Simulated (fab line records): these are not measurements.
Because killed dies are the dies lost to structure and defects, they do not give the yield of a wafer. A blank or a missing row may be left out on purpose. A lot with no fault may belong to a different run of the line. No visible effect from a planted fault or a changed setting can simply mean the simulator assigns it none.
Split-lot study    flow rit cmos    23 wafers read across 5 lots, on a route 202 steps long

== ABOUT THE SPLIT ==
At RIT_ACTIVE_CVD_03 (deposits Si3N4 from SiH2Cl2/NH3, target thk 150 nm, time 1500 s), the setting time s was moved away from the recipe's 1500 s on 15 of the 23 wafers read, by -12.1% to +12.6%. All remaining wafers had this setting at the recipe value.

== FROM THE SPLIT TO THE READING: what the file shows between them, 6 steps ==
- RIT_ACTIVE_THK_MEAS_04
- RIT_ACTIVE_COAT_06: resist thk 1000 nm (also split here: spin rpm)
- RIT_ACTIVE_SOFTBAKE_07: time 60 s
- RIT_ACTIVE_EXPOSE_08: exposes mask M1, target cd 1400 nm
- RIT_ACTIVE_DEVELOP_10: develop time 50 s
- RIT_ACTIVE_HARDBAKE_12: time 60 s

== THE READING ==
oes product au, in a.u., at RIT_ACTIVE_ETCH_13 (etches Si3N4 in SF6, stops on SiO2, time 210 s, target depth 210 nm). Fault-free wafers of this fab line usually give 0.821 a.u., standard deviation 0.011 a.u.

wafer   tool, chamber at the split  time s as run, s  against the recipe  oes product au, a.u.  against lot-mates on the recipe
L074.2  lpcvd-02, 0                 1500              recipe              0.803                 -
L074.3  lpcvd-02, 0                 1500              recipe              0.835                 -
L074.5  lpcvd-02, 0                 1500              recipe              0.803                 -
L075.1  -, -                        1319              -12.1%              0.772                 no lot-mate on the recipe
L075.3  -, -                        1319              -12.1%              0.760                 no lot-mate on the recipe
L075.4  -, -                        1319              -12.1%              0.771                 no lot-mate on the recipe
L075.5  -, -                        1319              -12.1%              0.764                 no lot-mate on the recipe
L075.6  -, -                        1319              -12.1%              0.754                 no lot-mate on the recipe
L077.2  -, -                        1624              +8.3%               0.868                 no lot-mate on the recipe
L077.3  -, -                        1624              +8.3%               0.868                 no lot-mate on the recipe
L077.4  -, -                        1624              +8.3%               0.854                 no lot-mate on the recipe
L077.5  -, -                        1624              +8.3%               0.841                 no lot-mate on the recipe
L077.6  -, -                        1624              +8.3%               0.856                 no lot-mate on the recipe
L079.1  -, -                        1689              +12.6%              0.881                 no lot-mate on the recipe
L079.3  -, -                        1689              +12.6%              0.888                 no lot-mate on the recipe
L079.4  -, -                        1689              +12.6%              0.885                 no lot-mate on the recipe
L079.5  -, -                        1689              +12.6%              0.878                 no lot-mate on the recipe
L079.6  -, -                        1689              +12.6%              0.887                 no lot-mate on the recipe
L084.1  -, -                        1500              recipe              0.849                 -
L084.3  -, -                        1500              recipe              0.833                 -
L084.4  -, -                        1500              recipe              0.823                 -
L084.5  -, -                        1500              recipe              0.822                 -
L084.6  -, -                        1500              recipe              0.821                 -

FIT RESULTS
A straight line over all 23 wafers: oes product au changes by +0.00474 a.u. for each +1% of time s; r = +0.97; the points scatter about the line by 0.011 a.u.
Too few moved wafers have a lot-mate on the recipe to fit a line with each lot's own level taken away.

== THE WHOLE CHAIN: every reading that the file lists as answering this split, in the file's order ==
step                    what it does                                                         reading                                                                         change (the file's fit)                    r (the file's)
RIT_ACTIVE_CVD_03       deposits Si3N4 from SiH2Cl2/NH3, target thk 150 nm, time 1500 s      Si3N4_of_ACTIVE_CVD_03.thk nm (the simulator's own value, which no gauge read)  +1.54 nm for each +1% of the setting       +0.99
RIT_ACTIVE_THK_MEAS_04                                                                       ACTIVE_NITRIDE_THK                                                              +1.55 for each +1% of the setting          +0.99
RIT_ACTIVE_ETCH_13      etches Si3N4 in SF6, stops on SiO2, time 210 s, target depth 210 nm  oes product au                                                                  +0.00474 a.u. for each +1% of the setting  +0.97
RIT_ACTIVE_ETCH_13      etches Si3N4 in SF6, stops on SiO2, time 210 s, target depth 210 nm  ACTIVE.feature depth nm (the simulator's own value, which no gauge read)        +1.51 nm for each +1% of the setting       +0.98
RIT_ACTIVE_ETCH_13      etches Si3N4 in SF6, stops on SiO2, time 210 s, target depth 210 nm  etch.depth nm (the simulator's own value, which no gauge read)                  +1.52 nm for each +1% of the setting       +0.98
RIT_ACTIVE_CLEAN_15     cleans in SC1, time 600 s                                            Si3N4_of_ACTIVE_CVD_03.thk nm (the simulator's own value, which no gauge read)  +1.55 nm for each +1% of the setting       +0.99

== THE FILE'S OWN FIT ==
oes product au changes by +0.00474 a.u. for each +1% of time s, r = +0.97.
